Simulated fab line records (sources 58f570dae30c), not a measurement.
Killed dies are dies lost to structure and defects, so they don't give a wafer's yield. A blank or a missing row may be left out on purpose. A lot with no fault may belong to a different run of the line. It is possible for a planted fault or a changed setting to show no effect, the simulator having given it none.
A sampling plan put to the test ; flow berkeleyCmos170 ; each of the 13 faults these records tell of, on one fab line, judged from the records of the lots it struck
What counts as the plan is the set of the line's own looks, namely the steps on the route at which a gauge or an inspection reads a wafer and does not change it. Where struck wafers have a number at a look and the file lists that look's usual mean and standard deviation on fault-free wafers, the look can be judged. Caught: a look later than the fault's first step finds the struck wafers' mean 4 or more of those standard deviations (sigma) from the usual mean. On the tool: the same test on the tool's own readings at the fault's steps. Caught also covers a different recipe on the struck wafers, or a record left blank for those wafers only.

## THE FAULTS, as the simulator had put them in
1. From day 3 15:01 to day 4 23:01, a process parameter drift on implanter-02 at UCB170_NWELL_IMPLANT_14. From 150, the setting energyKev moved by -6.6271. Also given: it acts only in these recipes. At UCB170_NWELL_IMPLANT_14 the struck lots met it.
2. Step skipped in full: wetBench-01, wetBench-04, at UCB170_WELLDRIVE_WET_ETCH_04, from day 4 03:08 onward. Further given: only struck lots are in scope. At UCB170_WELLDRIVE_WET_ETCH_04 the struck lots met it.
3. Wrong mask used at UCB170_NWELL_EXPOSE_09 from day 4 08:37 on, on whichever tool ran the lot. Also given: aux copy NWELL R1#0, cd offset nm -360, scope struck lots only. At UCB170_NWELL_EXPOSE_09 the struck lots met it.
4. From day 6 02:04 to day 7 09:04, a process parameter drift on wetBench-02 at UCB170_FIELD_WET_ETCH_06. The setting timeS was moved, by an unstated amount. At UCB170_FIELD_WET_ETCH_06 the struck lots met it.
5. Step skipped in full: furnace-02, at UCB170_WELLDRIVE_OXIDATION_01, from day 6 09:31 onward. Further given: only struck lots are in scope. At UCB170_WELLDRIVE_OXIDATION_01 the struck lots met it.
6. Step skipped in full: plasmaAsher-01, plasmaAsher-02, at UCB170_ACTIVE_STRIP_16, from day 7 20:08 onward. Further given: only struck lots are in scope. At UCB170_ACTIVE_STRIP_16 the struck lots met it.
7. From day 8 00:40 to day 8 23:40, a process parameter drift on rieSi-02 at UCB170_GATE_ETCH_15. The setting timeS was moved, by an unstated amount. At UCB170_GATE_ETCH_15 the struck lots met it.
8. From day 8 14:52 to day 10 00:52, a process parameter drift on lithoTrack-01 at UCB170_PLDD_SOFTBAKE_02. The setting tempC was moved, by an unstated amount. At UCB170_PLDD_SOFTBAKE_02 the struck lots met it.
9. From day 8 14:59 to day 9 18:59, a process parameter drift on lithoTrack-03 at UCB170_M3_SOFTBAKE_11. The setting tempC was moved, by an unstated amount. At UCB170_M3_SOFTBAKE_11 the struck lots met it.
10. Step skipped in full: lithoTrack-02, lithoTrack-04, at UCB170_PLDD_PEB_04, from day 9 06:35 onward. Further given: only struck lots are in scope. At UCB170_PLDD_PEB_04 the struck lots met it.
11. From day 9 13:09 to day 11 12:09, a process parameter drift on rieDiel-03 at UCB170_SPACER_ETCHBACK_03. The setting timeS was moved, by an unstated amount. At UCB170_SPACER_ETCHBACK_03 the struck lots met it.
12. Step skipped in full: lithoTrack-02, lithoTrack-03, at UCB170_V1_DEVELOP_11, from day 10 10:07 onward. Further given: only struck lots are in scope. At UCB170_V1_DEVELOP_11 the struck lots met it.
13. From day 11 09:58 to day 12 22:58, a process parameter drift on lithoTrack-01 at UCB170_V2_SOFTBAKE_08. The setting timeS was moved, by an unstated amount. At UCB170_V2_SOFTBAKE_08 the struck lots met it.

## WHAT THE PLAN SAW
fault;on the tool itself;first look that catches it;reading, sigma;median hours from its first step to that look;hours from the fault's start to the first struck lot there;judged looks passed uncaught
1;beamEnergyKeV -99 or beyond sigma;none of the 2 looks that can be judged after it;-;-;-;2
2;the tool's record is blank for the struck wafers;no look after it can be judged;-;-;-;0
3;no reading that can be judged;none of the 3 looks that can be judged after it;-;-;-;3
4;only faintly: runLengthS -3.2 sigma;no look after it can be judged;-;-;-;0
5;the tool's record is blank for the struck wafers;no look after it can be judged;-;-;-;0
6;the tool's record is blank for the struck wafers;no look after it can be judged;-;-;-;0
7;runLengthS -55 sigma;no look after it can be judged;-;-;-;0
8;heaterPowerTotalW +28 sigma;UCB170_PLDD_CD_MEAS_06;cdNm +4.3;0.9;3;0
9;heaterPowerTotalW +12 sigma;not the one look that can be judged after it;-;-;-;1
10;the tool's record is blank for the struck wafers;no look after it can be judged;-;-;-;0
11;runLengthS -48 sigma;no look after it can be judged;-;-;-;0
12;the tool's record is blank for the struck wafers;no look after it can be judged;-;-;-;0
13;runLengthS +20 sigma;not the one look that can be judged after it;-;-;-;1
A dash: the fault is not caught, or the number is missing from these records.

Caught at a look: 1 of 13. Caught on the tool: 11 of 13. By one or the other: 11 of 13.
Faults caught by the tool alone: 1, 2, 5, 6, 7, 9, 10, 11, 12, 13.
Caught by neither: faults 3, 4.

## THINNER SAMPLING
In the worst case, this is how late the first struck lot would be measured if the look that catches a fault measured only every second or every third lot, by lot number:
fault;struck lots at that look, in order of time;every lot;every second lot;every third lot
8;L972, L979;3 h;24 h;may miss all 2
Hours are from the fault's start to the first struck lot that is measured. The limit of 4 sigma was tested on all struck wafers together, so one lot alone may lie under it. Other struck lots may not be in these records.

## THE LONGEST TIMED WAY FROM STEP TO LOOK
Fault 8: a median of 0.9 hours passes between UCB170_PLDD_SOFTBAKE_02 and UCB170_PLDD_CD_MEAS_06. No look between them can be judged.
